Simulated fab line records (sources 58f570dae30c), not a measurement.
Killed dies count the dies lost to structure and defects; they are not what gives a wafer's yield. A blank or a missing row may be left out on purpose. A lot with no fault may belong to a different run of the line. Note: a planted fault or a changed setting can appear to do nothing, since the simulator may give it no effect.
Chamber matching    flow berkeley cmos170    pecvd-03 running UCB170_V1_CVD_00: 3 sister chambers
The step deposits SiO2 from TEOS/O2, target thk 2000 nm, time 250 s. 6 wafers are shown with their chamber, then 9 later ones without.

## EACH WAFER AND ITS CHAMBER
wafer   chamber  heater power w (W)
L089.1  0        228
L089.2  1        241
L089.3  2        232
L089.4  0        300
L089.5  1        305
L089.6  2        281

## WAFERS WHOSE CHAMBER IS MISSING
wafer   heater power w (W)
L091.3  288
L091.4  218
L091.5  211
L093.1  203
L093.2  246
L093.5  293
L097.1  247
L097.2  268
L097.6  217

## EACH ONE'S CHAMBER
wafer   from the rows above           in truth
L091.3  can't be placed: 1 or 0 or 2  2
L091.4  can't be placed: 2 or 0 or 1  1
L091.5  can't be placed: 2 or 0 or 1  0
L093.1  can't be placed: 2 or 0 or 1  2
L093.2  can't be placed: 2 or 0 or 1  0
L093.5  can't be placed: 1 or 0 or 2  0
L097.1  can't be placed: 2 or 0 or 1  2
L097.2  can't be placed: 0 or 1 or 2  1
L097.6  can't be placed: 2 or 0 or 1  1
0 of 9 placed correctly. Cannot be placed on the basis of these rows: 9; the candidates contain the true chamber in 9. Wrongly placed: 0.
How it was worked out, from the rows above alone: a wafer's distance from a chamber is the root of the sum, over the readings, of the square of ((its reading less the chamber's mean) divided by the reading's scatter). The wafer belongs to the nearest chamber; if the next one is less than 2 further off, it can't be placed. The mean given for a chamber averages the wafers shown for that chamber. The scatter is the square root of a quotient: the sum, over the shown wafers, of each reading's squared deviation from its chamber's mean, divided by wafers minus chambers.
